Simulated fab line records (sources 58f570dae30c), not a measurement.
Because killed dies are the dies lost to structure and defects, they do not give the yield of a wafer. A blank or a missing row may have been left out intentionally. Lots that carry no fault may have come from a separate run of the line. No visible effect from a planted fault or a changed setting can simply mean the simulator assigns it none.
Which tool is to blame? ; flow berkeley cmos170 ; Sampling: 7 lots, 21 wafers, 4 of 331 route steps

## WHAT THE GAUGES SHOWED, per wafer
UCB170_M1_RS_MEAS_01: a four-point-probe measurement.
lot;measured;on;M1_AL_RS (ohm/sq)
L204;day 9 01:35;film metro-02;0.0489 0.0479 0.0490
L207;day 9 13:13;film metro-02;0.0763 0.0481 0.0485
L214;day 11 10:11;film metro-02;0.0489 0.0493 0.0492
L217;day 12 01:26;film metro-03;0.0488 0.0479 0.0481
L219;day 12 11:17;film metro-03;0.0489 0.0491 0.0487
L223;day 13 12:41;film metro-01;0.0488 0.0492 0.0487
L222;day 13 13:50;film metro-03;0.0490 0.0489 0.0483

## EACH LOT AND THE TOOL THAT RAN IT (in order: tool; ch and the chambers of the sampled wafers; start)
lot;UCB170_SDANNEAL_RTA_00;UCB170_CONTACT_RTA_08;UCB170_M1_SPUTTER_00
L204;rtp anneal-01 ch 0, day 8 19:47;rtp anneal-01 ch 0, day 8 23:45;pvd sputter-02, day 9 01:31
L207;rtp anneal-02 ch 0, day 9 07:40;rtp anneal-02 ch 0, day 9 11:23;pvd sputter-04, day 9 13:07
L214;rtp anneal-02 ch 0, day 11 03:53;rtp anneal-02 ch 0, day 11 08:29;pvd sputter-03, day 11 10:08
L217;rtp anneal-01 ch 0, day 11 19:34;rtp anneal-01 ch 0, day 11 23:37;pvd sputter-02, day 12 01:22
L219;rtp anneal-01 ch 0, day 12 02:37;rtp anneal-01 ch 0, day 12 08:59;pvd sputter-02, day 12 11:14
L223;rtp anneal-01 ch 0, day 13 05:08;rtp anneal-02 ch 0, day 13 09:23;pvd sputter-02, day 13 12:35
L222;rtp anneal-01 ch 0, day 13 05:51;rtp anneal-02 ch 0, day 13 11:09;pvd sputter-03, day 13 13:46
- UCB170_SDANNEAL_RTA_00: time 10 s.
- UCB170_CONTACT_RTA_08: time 10 s.
- UCB170_M1_SPUTTER_00: material Al, target thk 600 nm, time 80 s.

## THE ANSWER, worked out from the rows above alone
Rule: the lots themselves supply what counts as usual. Put in order of their means at a reading, lots are off if they are a third of the lots or fewer, leave a main group of 4 or more, and stand apart from it by a gap of 3 or more times the standard deviation of the main group's means; of several such gaps the widest counts. If all means in a main group match to the digits the tables above print for the reading, that group is not used. Also off: a lot with no number at a reading for which 4 or more lots have one. All remaining lots with rows at the step are treated as sound.
Off: at UCB170_M1_RS_MEAS_01 (M1_AL_RS), L207. Mean 0.0488 ohm/sq and standard deviation 0.00027 in the main group.
If a tool, at a process step before that reading, ran all the lots that are off and no sound lot after the first of them, it fits. Gauges at UCB170_M1_RS_MEAS_01: tried the same way as those tools. One candidate fits, namely pvd sputter-04 at UCB170_M1_SPUTTER_00. It ran no sound lot before its first lot that is off in this sample, so the start can't be narrowed down.

## WHAT THE SIMULATOR PUT IN
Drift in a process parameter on pvd sputter-04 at UCB170_M1_SPUTTER_00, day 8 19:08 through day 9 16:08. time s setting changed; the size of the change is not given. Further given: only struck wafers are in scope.
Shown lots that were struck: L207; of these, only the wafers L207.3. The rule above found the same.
